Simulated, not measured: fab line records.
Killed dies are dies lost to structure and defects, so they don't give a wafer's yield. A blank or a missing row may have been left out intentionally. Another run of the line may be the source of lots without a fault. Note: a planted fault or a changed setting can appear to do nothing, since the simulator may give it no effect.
One fault through the eyes of 2 desks + flow berkeley_cmos170 + each desk has only its own numbers; what lay behind them comes last

== DESK OF THE TOOL OWNER: lpcvd-01 ==
The tool's own readings at UCB170_CONTACT_CVD_01 (deposits PSG from SiH4/O2/PH3, target thk 700 nm, time 2820 s): means of the sampled wafers that have a number, for each lot that ran on this tool. Marked OUT: a lot whose mean sits more than 4 standard deviations from the usual mean, which makes it out of limits; the brackets give that distance.
Columns: A = sih4_flow_sccm at UCB170_CONTACT_CVD_01, usual 60.03 sccm; B = spike_tc_source_C at UCB170_CONTACT_CVD_01, usual 464.8 C; C = susceptor_temp_C at UCB170_CONTACT_CVD_01, usual 450.05 C
| lot  | first seen here | A                       | B     | C      |
|------|-----------------|-------------------------|-------|--------|
| L665 | day 8 21:20     | 60.03                   | 465.4 | 450.07 |
| L673 | day 10 21:23    | 30.19 (-99 or more) OUT | 464.8 | 450.23 |
| L674 | day 10 21:23    | 30.15 (-99 or more) OUT | 464.7 | 450.03 |
Finding of this desk: L673, L674 out of limits; the first was L673 at day 10 21:23, on sih4_flow_sccm at UCB170_CONTACT_CVD_01. In limits: L665.

== THE METROLOGY DESK ==
Means of the sampled wafers that have a number, per lot and without regard to the tool the lot ran on: this is what the gauges read. Marked OUT: a lot whose mean sits more than 4 standard deviations from the usual mean, which makes it out of limits; the brackets give that distance.
Columns: A = PFIELD_TW at UCB170_PFIELD_TW_MEAS_09, usual 604; B = CONTACT_PSG_THK at UCB170_CONTACT_THK_MEAS_02, usual 700 nm; C = M1_AL_RS at UCB170_M1_RS_MEAS_01, usual 0.0487 ohm/sq; D = V1_POLISHED_THK at UCB170_V1_THK_MEAS_04, usual 999.9 nm
| lot  | first seen here | A   | B             | C      | D      |
|------|-----------------|-----|---------------|--------|--------|
| L664 | day 5 18:55     | 595 | 692           | 0.0490 | 1000.2 |
| L665 | day 5 19:12     | 610 | 709           | 0.0486 | 1000.1 |
| L663 | day 5 19:20     | 598 | 705           | 0.0488 | 999.9  |
| L674 | day 7 17:11     | 604 | 574 (-16) OUT | 0.0487 | 1000.2 |
| L673 | day 7 17:27     | 601 | 571 (-17) OUT | 0.0494 | 1000.1 |
| L676 | day 7 17:38     | 603 | 706           | 0.0483 | 999.3  |
| L675 | day 7 17:41     | 600 | 698           | 0.0485 | 1000.4 |
| L679 | day 8 20:11     | 603 | 709           | 0.0488 | 998.9  |
| L681 | day 8 20:29     | 605 | 699           | 0.0486 | 999.9  |
| L680 | day 8 20:44     | 605 | 695           | 0.0487 | 999.8  |
| L682 | day 9 08:44     | 611 | 708           | 0.0487 | 999.4  |
| L684 | day 9 09:38     | 612 | 704           | 0.0484 | 1000.3 |
| L683 | day 9 09:47     | 600 | 706           | 0.0484 | 999.6  |
| L685 | day 9 20:13     | 614 | 707           | 0.0485 | 999.0  |
This desk finds L673, L674 out of limits, with the earliest case on L673 at day 10 23:11 (CONTACT_PSG_THK at UCB170_CONTACT_THK_MEAS_02). In limits: L664, L665, L663, L676, L675, L679, L681, L680, L682, L684, L683, L685.

== BROUGHT TOGETHER ==
On L673, L674, at day 10 21:23, an alarm was possible from the tool owner's desk.
At day 10 23:11 the metrology desk could have sounded an alarm, on L673, L674.
The lots listed all ran UCB170_CONTACT_CVD_01 on lpcvd-01.

== WHAT THE SIMULATOR PUT IN ==
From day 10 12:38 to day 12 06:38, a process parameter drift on lpcvd-01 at UCB170_CONTACT_CVD_01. From 60, the setting sih4_flow_sccm moved by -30. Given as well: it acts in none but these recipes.
Shown lots that were struck: L673, L674.
Hours from the fault's start to each desk's first reading out of limits: the tool owner's desk, 9; the metrology desk, 11.
